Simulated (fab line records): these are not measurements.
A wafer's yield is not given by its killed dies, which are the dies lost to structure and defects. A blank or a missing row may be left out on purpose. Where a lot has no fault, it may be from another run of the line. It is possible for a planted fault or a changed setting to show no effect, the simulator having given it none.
Code-filled problem report in 8D (eight disciplines) form / flow berkeleyCmos170 / the parts of the form that need people (team, actions taken, sign-off) are left out

## 1. WHAT WENT WRONG
developerTempC at UCB170_NSD_DEVELOP_05 reads a mean of 21.74 C on 6 wafers of 2 lots; wafers without a fault read 20.98 C with a standard deviation of 0.11. Relative to the usual mean, that is a shift of +6.9 standard deviations.
The step: develop time 45 s.
Seen first at day 10 10:00 on lithoTrack-04, wafer L421.1. The record has a number at this step for 42 wafers belonging to 14 lots. Rule for "out", or "out of limits": more than 4 standard deviations from the usual mean. The other wafers with a number count as sound.

## 2. WHAT IT IS, WHAT IT ISN'T
question=which readings at this step | is=developerTempC | is not=-
question=which lots | is=L421, L424 | is not=L407, L409, L410, L411, L412, L413, L415, L416, L422, L425, L428, L429
question=which wafers of those lots | is=all that have a number | is not=-
question=read on which tools | is=lithoTrack-04 | is not=lithoTrack-01, lithoTrack-02
question=when | is=from day 10 10:00 | is not=up to then (27 sound wafers); but 9 sound wafers of L425, L428, L429 came after

## 3. WHAT RULES OUT EACH SUSPECT
Counting: a tool at a process step up to the reading stays a suspect if it ran every lot that is out and no sound lot after the first of them.
- lithoTrack-04 at UCB170_NSD_DEVELOP_05 (develop time 45 s): kept. It processed each lot that is out, first L421 at day 10 10:00, and no sound lot thereafter; up to then, the last sound lot it processed was L415 at day 8 15:00. On those wafers its own readings are out: developerTempC.
Left after counting: lithoTrack-04 at UCB170_NSD_DEVELOP_05.

## 4. THE CAUSE (what the simulator had put in)
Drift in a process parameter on lithoTrack-04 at UCB170_NSD_DEVELOP_05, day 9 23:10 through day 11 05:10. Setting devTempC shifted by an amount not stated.
The count eliminated every tool but this one.

## 5. SEQUENCE OF EFFECTS, ordered by route
Rows list readings where the struck wafers' mean (over those with a number) sits beyond 3 standard deviations from the usual. Readings are gone through only where the record gives a usual standard deviation; hours: the median, over the lots, of the time from a lot's start at the first step in this table giving one to that lot's start at this step; sigmas: the change measured in usual standard deviations.
hours=0; step=UCB170_NSD_DEVELOP_05; reading=developerTempC; usual=20.98 C; on struck wafers=21.74; change=+0.76; sigmas=+6.9
Process steps it contains:
- UCB170_NSD_DEVELOP_05: develop time 45 s.
Later steps that measure or inspect, where all struck wafers having a row at the step show a number for every such reading and not one has moved that far: UCB170_M2_CD_MEAS_15.

## 6. WHAT WOULD HAVE CAUGHT IT SOONER
In this record the first reading out of limits was taken at day 10 10:00, 11 hours after the fault began at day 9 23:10.
